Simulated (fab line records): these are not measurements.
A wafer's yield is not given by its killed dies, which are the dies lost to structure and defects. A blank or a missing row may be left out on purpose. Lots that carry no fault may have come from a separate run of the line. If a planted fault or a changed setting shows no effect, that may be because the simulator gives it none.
A lot that was struck, set against a sound lot    flow rit cmos    17 out of 202 route steps
Sound: the wafers L229.2, L229.5, L229.6. Struck: wafers L242.3, L242.6. (L242.4 of the same lot was not struck and is left out.) The cause comes at the end.
At each step with rows: each side's tool, then ch and its chambers, then its first start. Under that, the readings that differ: sound wafers    struck wafers    difference of the means    sigmas: that difference in standard deviations of wafers without a fault.
alike: readings with means less than 2 such deviations apart, plus words and numbers identical on both sides. not compared: withheld readings, readings lacking a value on some wafer, bounds such as >300 that could conceal the same value, and numbers that have no deviation in the record and whose values overlap.
A row with sigmas, a row that says differs or no value, or rows on one side alone: a step with any of these is where the two part. When numbers do not overlap yet have no deviation, they are printed without sigmas and do not part them. A reading missing from all wafers of one side parts the sides only when that side holds two or more wafers.

first, 1 step without rows for these wafers: RIT_PSD_IMPLANT_08.
RIT_PSD_STRIP_09: strips in O2, time 180 s.
  sound on plasma asher-02 ch 0,1, day 4 16:50; struck on plasma asher-01 ch 0,1, day 7 04:57
  alike: drypump motor current A
  not compared: rf hours counter h
RIT_PSD_TW_MEAS_10:
  struck on film metro-03, day 7 05:05; sound on film metro-03, day 4 17:01
  alike: PSD_TW
then, 3 steps without rows for these wafers: RIT_SDANNEAL_CLEAN_00 (cleans in SC1, time 600 s); RIT_SDANNEAL_CLEAN_01 (cleans in dHF, time 30 s); RIT_SDANNEAL_CLEAN_02 (cleans in SC2, time 600 s).
RIT_SDANNEAL_RTA_03: time 5 s.
  sound on rtp anneal-01 ch 0, day 4 17:30; struck on rtp anneal-02 ch 0, day 7 05:33
  alike: wafer_temp_C_max
RIT_SDANNEAL_RS_MEAS_04: the measuring method here is four-point-probe.
  struck on film metro-04, day 7 05:38; sound on film metro-03, day 4 17:34
  alike: PSD_RS
RIT_SDANNEAL_RS_MEAS_05: the measuring method here is four-point-probe.
  struck on film metro-04, day 7 05:45; sound on film metro-03, day 4 17:41
  alike: NSD_RS
RIT_SDANNEAL_RS_MEAS_06: the measuring method here is four-point-probe.
  struck on film metro-04, day 7 05:52; sound on film metro-03, day 4 17:49
  alike: PLDD_RS
RIT_SDANNEAL_RS_MEAS_07: the measuring method here is four-point-probe.
  struck on film metro-04, day 7 05:59; sound on film metro-03, day 4 17:56
  alike: NLDD_RS
then, 1 step without rows for these wafers: RIT_SILICIDE_WET_ETCH_00 (etches SiO2 in BOE, target depth 14 nm, time 15 s).
RIT_SILICIDE_SPUTTER_01: material Ti, target thk 30 nm, time 240 s.
  struck on pvd sputter-02, day 7 06:05; sound on pvd sputter-03, day 4 18:03
reading                                      sound              struck       difference  sigmas
model.Ti_of_SILICIDE_SPUTTER_01.thk nm (nm)  30.46 29.54 30.18  27.53 27.65  -2.47       
  alike: throttle valve pct
RIT_SILICIDE_RS_MEAS_02: the measuring method here is four-point-probe.
  struck on film metro-01, day 7 06:16; sound on film metro-01, day 4 18:13
reading                  sound           struck     difference  sigmas
SILICIDE_TI_RS (ohm/sq)  47.1 48.8 47.3  53.2 53.0  +5.4        +7
RIT_SILICIDE_THK_MEAS_03: measures by xrf.
  struck on film metro-01, day 7 06:22; sound on film metro-01, day 4 18:20
reading               sound           struck     difference  sigmas
SILICIDE_TI_THK (nm)  30.5 29.6 30.1  27.5 27.6  -2.5        -6
RIT_SILICIDE_RTA_04: time 10 s, ramp up 5 s, ramp down 5 s.
  sound on rtp anneal-02 ch 0, day 4 18:23; struck on rtp anneal-01 ch 0, day 7 06:26
  alike: wafer_temp_C_max
RIT_M1_PROBE_99:
  struck on prober-01, day 7 13:32; sound on prober-02, day 5 01:03
reading                               sound              struck       difference  sigmas
killed at front end                   16 6 13            6 4          -7          -2
killed dies                           16 6 13            6 4          -7          -2
killed short                          9 3 6              1 2          -4          -2
model.etest.npoly line.line ohm um    170.9 167.9 171.3  164.1 165.9  -5.0        
model.etest.contact nplus.end ohm um  40.69 40.12 41.76  38.77 39.39  -1.78       
model.etest.contact pplus.end ohm um  44.62 43.94 44.45  39.22 40.7   -4.38       
model.etest.npoly line.rs ohm sq      16.75 17.15 16.83  18.01 18.12  +1.16       
model.etest.ppoly line.rs ohm sq      16.17 16.53 16.27  17.57 17.32  +1.12       
model.etest.npoly sal.rs ohm sq       4.271 4.4 4.32     4.643 4.629  +0.306      
model.etest.ppoly sal.rs ohm sq       4.237 4.35 4.301   4.646 4.572  +0.313      
  alike: killed_at_M0_to_M3, killed at contacts, killed on rim, killed open
  not compared: model.etest.ppoly line.line ohm um

## WHERE THEY PART
Earliest at RIT_SILICIDE_RS_MEAS_02; latest, in this record, at RIT_M1_PROBE_99.

WHY: the cause the simulator had injected
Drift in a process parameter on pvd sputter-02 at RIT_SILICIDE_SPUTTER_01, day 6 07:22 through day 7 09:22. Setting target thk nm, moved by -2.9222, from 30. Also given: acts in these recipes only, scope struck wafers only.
